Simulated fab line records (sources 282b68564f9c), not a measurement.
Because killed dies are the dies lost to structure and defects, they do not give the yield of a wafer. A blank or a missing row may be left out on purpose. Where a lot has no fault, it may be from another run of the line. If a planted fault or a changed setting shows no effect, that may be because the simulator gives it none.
fab line records -- flow ritCmos
record: lots: 14, wafers: 42, lastDay: 8
route steps=202 shown ACTIVE@1 PWELL@52 GATE@93 M1@202
lots that met no fault: from a run of the same line without faults
startH: hours from the record's opening day to when the first of the lot's shown wafers began -- waitH: hours elapsed since this lot's preceding step -- " unchanged from the row above -- L1.1+2: a single row standing in for several wafers -- - value missing, or start not given -- * or withheld: withheld -- < > ~ a bound
route shown NAME@n: names a module that has steps shown in the file, with the first one's number in the route -- usual: mean/standard deviation taken from wafers without a fault -- same: alike in all rows -- chamber/n: place in a boat -- sites: each site's reading -- _std_site: how widely they spread, as a standard deviation -- _edge_site: mean of outer sites minus mean of inner sites -- radiusMm: how far each site lies from the wafer's centre -- mask NAME#n: copy n -- behind: the tool/chamber that last shaped the wafer -- hold: cause of the lot's hold/its duration in hours/its outcome -- device: names the non-switching transistor (n, p or np) -- end of line: the route-end tests of the same wafers -- a step without rows: its recipe alone -- killed: count of dies lost to structure and defects at first sort (not the wafer's yield) -- map: the dies of a wafer, with x for killed, . for not killed, _ for no die there
set.NAME: the run value of the setting; set.NAME@STEP: its run value at that earlier step -- model.NAME: the simulator's own value behind a step, which no gauge read
one table for each step of the route and one row for each wafer, over a sample of lots
services: when a tool's chamber went out of use (startH, in hours from the record's first day, below 0 if earlier), for how many hours, and the reason
== steps ==
step: RIT_ACTIVE_BOW_MEAS_00
recipe: mode: bow
usual: INCOMING_BOW: 0/6.7
lot.wafer,tool,chamber,startH,waitH,INCOMING_BOW[um]
L935.4,filmMetro-02,-,15.06,-,-1
L935.5,filmMetro-02,-,15.06,-,2
L935.6,filmMetro-02,-,15.06,-,0
L936.1,filmMetro-04,-,20.00,-,3
L936.5,filmMetro-04,-,20.00,-,-8
L936.6,filmMetro-04,-,20.00,-,1
L939.1,filmMetro-02,-,35.00,-,11
L939.4,filmMetro-02,-,35.00,-,2
L939.5,filmMetro-02,-,35.00,-,5
L941.1,filmMetro-04,-,45.00,-,-1
L941.2,filmMetro-04,-,45.00,-,5
L941.6,filmMetro-04,-,45.00,-,-2
L942.2,filmMetro-01,-,50.02,-,0
L942.5,filmMetro-01,-,50.02,-,3
L942.6,filmMetro-01,-,50.02,-,1
L943.2,filmMetro-04,-,55.02,-,-2
L943.3,filmMetro-04,-,55.02,-,-20
L943.4,filmMetro-04,-,55.02,-,10
L944.2,filmMetro-04,-,60.02,-,2
L944.5,filmMetro-04,-,60.02,-,6
L944.6,filmMetro-04,-,60.02,-,-2
L945.1,filmMetro-01,-,65.00,-,8
L945.2,filmMetro-01,-,65.00,-,-5
L945.6,filmMetro-01,-,65.00,-,9
L946.1,filmMetro-01,-,70.00,-,0
L946.4,filmMetro-01,-,70.00,-,4
L946.6,filmMetro-01,-,70.00,-,-11
L947.1,filmMetro-02,-,75.00,-,2
L947.2,filmMetro-02,-,75.00,-,0
L947.5,filmMetro-02,-,75.00,-,-1
L948.1,filmMetro-01,-,80.00,-,-16
L948.4,filmMetro-01,-,80.00,-,-7
L948.6,filmMetro-01,-,80.00,-,14
L949.2,filmMetro-01,-,85.02,-,5
L949.4,filmMetro-01,-,85.02,-,3
L949.5,filmMetro-01,-,85.02,-,-4
L950.1,filmMetro-02,-,90.00,-,4
L950.2,filmMetro-02,-,90.00,-,0
L950.4,filmMetro-02,-,90.00,-,-1
L957.1,filmMetro-04,-,125.00,-,-5
L957.3,filmMetro-04,-,125.00,-,-5
L957.4,filmMetro-04,-,125.00,-,-1
step: RIT_ACTIVE_CLEAN_15
recipe: chemistry: SC1, mix: 3:3:50, timeS: 600, tempC: 75
usual: bathGuardTempC: 75.2/0.56, bathHeatDutyPct: 15.5/2.2
lot.wafer,tool,chamber,startH,waitH,bathGuardTempC,bathHeatDutyPct
L935.4,wetBench-02,1,21.13,0.0,75.7,16.8
L935.5,wetBench-02,1,21.13,0.0,75.2,18.2
L935.6,wetBench-02,1,21.13,0.0,75.4,17.1
L936.1,wetBench-04,0,25.33,0.1,74.0,16.4
L936.5,wetBench-04,0,25.33,0.1,74.6,16.2
L936.6,wetBench-04,0,25.33,0.1,74.6,17.0
L939.1,wetBench-04,1,40.60,0.1,75.9,13.2
L939.4,wetBench-04,1,40.60,0.1,75.7,12.5
L939.5,wetBench-04,1,40.60,0.1,76.0,12.5
L941.1,wetBench-04,0,51.70,0.1,74.7,16.6
L941.2,wetBench-04,0,51.70,0.1,74.7,14.9
L941.6,wetBench-04,0,51.70,0.1,74.4,15.5
L942.2,wetBench-03,3,55.30,0.1,74.3,16.7
L942.5,wetBench-03,3,55.30,0.1,74.1,17.7
L942.6,wetBench-03,3,55.30,0.1,74.3,18.1
L943.2,wetBench-02,0,61.24,0.1,75.9,18.9
L943.3,wetBench-02,0,61.24,0.1,75.9,18.4
L943.4,wetBench-02,0,61.24,0.1,75.7,17.3
L944.2,wetBench-04,1,65.26,0.1,75.3,13.0
L944.5,wetBench-04,1,65.26,0.1,76.0,12.8
L944.6,wetBench-04,1,65.26,0.1,75.8,12.4
L945.1,wetBench-02,2,71.19,0.1,75.9,15.4
L945.2,wetBench-02,2,71.19,0.1,75.7,16.6
L945.6,wetBench-02,2,71.19,0.1,76.1,15.2
L946.1,wetBench-03,0,76.48,0.1,74.1,16.0
L946.4,wetBench-03,0,76.48,0.1,74.1,15.3
L946.6,wetBench-03,0,76.48,0.1,74.3,16.8
L947.1,wetBench-03,3,80.14,0.1,74.6,17.7
L947.2,wetBench-03,3,80.14,0.1,74.2,18.4
L947.5,wetBench-03,3,80.14,0.1,74.3,17.6
L948.1,wetBench-03,1,86.17,0.1,-,-
L948.4,wetBench-03,1,86.17,0.1,-,-
L948.6,wetBench-03,1,86.17,0.1,-,-
L949.2,wetBench-02,3,90.96,0.1,-,-
L949.4,wetBench-02,3,90.96,0.1,-,-
L949.5,wetBench-02,3,90.96,0.1,-,-
L950.1,wetBench-04,3,95.68,0.1,75.0,13.4
L950.2,wetBench-04,3,95.68,0.1,74.5,14.8
L950.4,wetBench-04,3,95.68,0.1,74.8,14.0
L957.1,wetBench-04,1,131.07,0.1,76.1,13.2
L957.3,wetBench-04,1,131.07,0.1,76.0,13.5
L957.4,wetBench-04,1,131.07,0.1,76.0,13.8
step: RIT_WELLDRIVE_RS_MEAS_02
recipe: thkMeasGauge: four-point-probe
usual: PWELL_RS: 429.2/1.2
lot.wafer,tool,chamber,startH,waitH,PWELL_RS[ohm/sq]
L935.4,filmMetro-04,-,34.66,0.1,432.8
L935.5,filmMetro-04,-,34.66,0.1,430.0
L935.6,filmMetro-04,-,34.66,0.1,430.2
L936.1,filmMetro-02,-,40.99,0.1,430.4
L936.5,filmMetro-02,-,40.99,0.1,430.3
L936.6,filmMetro-02,-,40.99,0.1,429.9
L939.1,filmMetro-03,-,56.22,0.1,430.7
L939.4,filmMetro-03,-,56.22,0.1,429.8
L939.5,filmMetro-03,-,56.22,0.1,430.8
L941.1,filmMetro-02,-,65.63,0.1,427.5
L941.2,filmMetro-02,-,65.63,0.1,427.2
L941.6,filmMetro-02,-,65.63,0.1,427.1
L942.2,filmMetro-02,-,70.71,0.1,428.4
L942.5,filmMetro-02,-,70.71,0.1,428.3
L942.6,filmMetro-02,-,70.71,0.1,428.4
L943.2,filmMetro-02,-,73.80,0.1,427.0
L943.3,filmMetro-02,-,73.80,0.1,427.4
L943.4,filmMetro-02,-,73.80,0.1,427.8
L944.2,filmMetro-02,-,81.29,0.1,429.5
L944.5,filmMetro-02,-,81.29,0.1,428.9
L944.6,filmMetro-02,-,81.29,0.1,428.8
L945.1,filmMetro-03,-,85.52,0.1,428.2
L945.2,filmMetro-03,-,85.52,0.1,428.1
L945.6,filmMetro-03,-,85.52,0.1,429.2
L946.1,filmMetro-03,-,90.61,0.1,430.4
L946.4,filmMetro-03,-,90.61,0.1,430.5
L946.6,filmMetro-03,-,90.61,0.1,429.8
L947.1,filmMetro-03,-,96.30,0.1,430.6
L947.2,filmMetro-03,-,96.30,0.1,429.5
L947.5,filmMetro-03,-,96.30,0.1,429.5
L948.1,filmMetro-04,-,100.73,0.1,429.7
L948.4,filmMetro-04,-,100.73,0.1,429.8
L948.6,filmMetro-04,-,100.73,0.1,427.7
L949.2,filmMetro-04,-,103.69,0.1,429.1
L949.4,filmMetro-04,-,103.69,0.1,429.7
L949.5,filmMetro-04,-,103.69,0.1,428.9
L950.1,filmMetro-04,-,110.94,0.1,430.7
L950.2,filmMetro-04,-,110.94,0.1,430.0
L950.4,filmMetro-04,-,110.94,0.1,430.6
L957.1,filmMetro-03,-,149.98,0.1,429.6
L957.3,filmMetro-03,-,149.98,0.1,431.0
L957.4,filmMetro-03,-,149.98,0.1,431.1
step: RIT_GATE_OVL_MEAS_17
usual: GATE_OVL: -1.7/1.3
lot.wafer,tool,chamber,startH,waitH,GATE_OVL[nm]
L935.4,overlay-02,-,43.66,0.1,-2.7
L935.5,overlay-02,-,43.66,0.1,-3.3
L935.6,overlay-02,-,43.66,0.1,-3.1
L936.1,overlay-02,-,50.24,0.1,-1.3
L936.5,overlay-02,-,50.24,0.1,-1.0
L936.6,overlay-02,-,50.24,0.1,-1.8
L939.1,overlay-02,-,64.08,0.1,-2.0
L939.4,overlay-02,-,64.08,0.1,-1.0
L939.5,overlay-02,-,64.08,0.1,0.0
L941.1,overlay-01,-,77.03,0.1,-4.1
L941.2,overlay-01,-,77.03,0.1,-4.6
L941.6,overlay-01,-,77.03,0.1,-1.8
L942.2,overlay-01,-,78.55,0.1,-3.1
L942.5,overlay-01,-,78.55,0.1,-3.7
L942.6,overlay-01,-,78.55,0.1,-4.1
L943.2,overlay-01,-,83.30,0.1,-1.5
L943.3,overlay-01,-,83.30,0.1,0.4
L943.4,overlay-01,-,83.30,0.1,-0.3
L944.2,overlay-01,-,91.23,0.1,-0.6
L944.5,overlay-01,-,91.23,0.1,-0.6
L944.6,overlay-01,-,91.23,0.1,-0.5
L945.1,overlay-02,-,93.56,0.1,-2.4
L945.2,overlay-02,-,93.56,0.1,-1.2
L945.6,overlay-02,-,93.56,0.1,-2.0
L946.1,overlay-02,-,100.60,0.1,-2.8
L946.4,overlay-02,-,100.60,0.1,-0.7
L946.6,overlay-02,-,100.60,0.1,-1.4
L947.1,overlay-01,-,105.70,0.1,-2.6
L947.2,overlay-01,-,105.70,0.1,-2.3
L947.5,overlay-01,-,105.70,0.1,-3.2
L948.1,overlay-01,-,108.62,0.1,-0.8
L948.4,overlay-01,-,108.62,0.1,-2.4
L948.6,overlay-01,-,108.62,0.1,-1.4
L949.2,overlay-02,-,112.64,0.1,0.6
L949.4,overlay-02,-,112.64,0.1,0.2
L949.5,overlay-02,-,112.64,0.1,-0.6
L950.1,overlay-02,-,119.38,0.1,-1.7
L950.2,overlay-02,-,119.38,0.1,-2.9
L950.4,overlay-02,-,119.38,0.1,-3.2
L957.1,overlay-02,-,161.33,0.1,-0.4
L957.3,overlay-02,-,161.33,0.1,-2.1
L957.4,overlay-02,-,161.33,0.1,-1.2
step: RIT_M1_PROBE_99
usual: killedAtContacts: 0.1/0.3, killedAtFrontEnd: 7/3.4, killedDies: 7/3.4, killedOpen: 3.6/2.1, killedShort: 3.5/2.1
same: grossDies: 264, killed_at_M0_to_M3: 0, killed_at_M4_up: 0, killedAtBackSide: 0, killedAtOther: 0
lot.wafer,tool,chamber,startH,waitH,killedAtContacts,killedAtFrontEnd,killedDies,killedOpen,killedShort
L942.2,prober-01,-,99.88,0.1,0,6,6,4,2
L942.5,prober-01,-,100.03,0.2,0,11,11,5,6
L942.6,prober-01,-,100.08,0.2,0,8,8,6,2
L950.1,prober-01,-,139.74,0.1,0,10,10,7,3
L950.2,prober-01,-,139.79,0.1,0,3,3,1,2
L950.4,prober-01,-,139.89,0.2,1,9,10,5,5
killed by level:class
L942.2 SILICIDE:geometricParticle:open=2 FOX1:geometricParticle:open=1 GATE:geometricParticle:open=1 GATE:geometricParticle:short=1 SILICIDE:geometricParticle:short=1
L942.5 GATE:geometricParticle:short=4 GATE:geometricParticle:open=2 FOX1:geometricParticle:short=1 FOX2:geometricParticle:open=1 REOX:geometricParticle:open=1 REOX:geometricParticle:short=1 SILICIDE:geometricParticle:open=1
L942.6 FOX1:geometricParticle:open=2 GATE:geometricParticle:open=2 REOX:geometricParticle:open=2 GATE:geometricParticle:short=1 SILICIDE:geometricParticle:short=1
L950.1 GATE:geometricParticle:open=5 GATE:geometricParticle:short=3 SPACER:geometricParticle:open=1 SILICIDE:geometricParticle:open=1
L950.2 FOX1:geometricParticle:short=1 FOX2:geometricParticle:short=1 FOX2:geometricParticle:open=1
L950.4 GATE:geometricParticle:open=3 FOX2:geometricParticle:short=2 FOX1:geometricParticle:short=1 FOX1:geometricParticle:open=1 GATE:geometricParticle:short=1 SILICIDE:geometricParticle:open=1 CONTACT:geometricParticle:short=1
== services ==
tool,chamber,startH,hours,kind
wetBench-04,-,30.24,5.9,repair
wetBench-04,-,49.05,1.7,repair
== key ==
firstSign: step: RIT_ACTIVE_CLEAN_15, reading: toolRecord, direction: missing
effect none on later readings
metAt RIT_ACTIVE_CLEAN_15
struckLots L948,L949
testerLeftOut L948,L949
notActingAt RIT_ACTIVE_BOW_MEAS_00,RIT_WELLDRIVE_RS_MEAS_02,RIT_GATE_OVL_MEAS_17
onsetBetween 80.14 86.17
fault: kind: skippedStepWhole, tool: wetBench-02,wetBench-03, chamber: -, onsetH: 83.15, steps: RIT_ACTIVE_CLEAN_15, scope: struckLotsOnly
testerLeftOut: of these lots the tester's yield and bins aren't shown, on N5 and GAA mostly nor the transistor test; their killed dies are dies lost to structure and defects alone, not to doping, threshold or leakage, so they don't give the yield
